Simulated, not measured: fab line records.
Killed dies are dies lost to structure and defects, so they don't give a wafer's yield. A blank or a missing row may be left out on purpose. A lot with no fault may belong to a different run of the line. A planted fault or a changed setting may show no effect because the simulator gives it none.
Chamber matching + flow berkeley-cmos170 + 4 sister chambers for UCB170_GATE_ETCH_14 on rie-diel-03
The step etches BARC in N2/H2. 4 wafers are shown with their chamber, then 7 later ones without.

## WAFERS WITH THEIR CHAMBER
| wafer  | chamber | throttle-valve-pct (%) |
|--------|---------|------------------------|
| L079.6 | 1       | 13.20                  |
| L086.4 | 2       | 13.08                  |
| L090.2 | 0       | 13.32                  |
| L090.3 | 3       | 13.07                  |

## WAFERS WHOSE CHAMBER IS MISSING
| wafer  | throttle-valve-pct (%) |
|--------|------------------------|
| L090.4 | 13.08                  |
| L095.1 | 13.09                  |
| L095.3 | 13.32                  |
| L095.6 | 13.18                  |
| L097.3 | 13.33                  |
| L097.4 | 13.17                  |
| L097.5 | 13.17                  |

## THE CHAMBER EACH PASSED THROUGH
| wafer  | from the rows above     | in truth |
|--------|-------------------------|----------|
| L090.4 | can't be placed: 2 or 3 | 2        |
| L095.1 | can't be placed: 2 or 3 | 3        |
| L095.3 | 0                       | 0        |
| L095.6 | 1                       | 1        |
| L097.3 | 0                       | 0        |
| L097.4 | 1                       | 1        |
| L097.5 | 1                       | 1        |
Placed correctly: 5 of 7. Cannot be placed on the basis of these rows: 2; the candidates contain the true chamber in 2. 0 placed wrongly.
How it was worked out, from the rows above alone: a wafer's distance from a chamber is the root of the sum, over the readings, of the square of ((its reading less the chamber's mean) divided by the reading's scatter). The wafer belongs to the nearest chamber; if the next one is less than 2 further off, it can't be placed. Each chamber's mean is taken over the wafers shown for it. The scatter: with one shown wafer a chamber, the root of the mean of the squares of how far each hidden wafer lies from its nearest shown one.
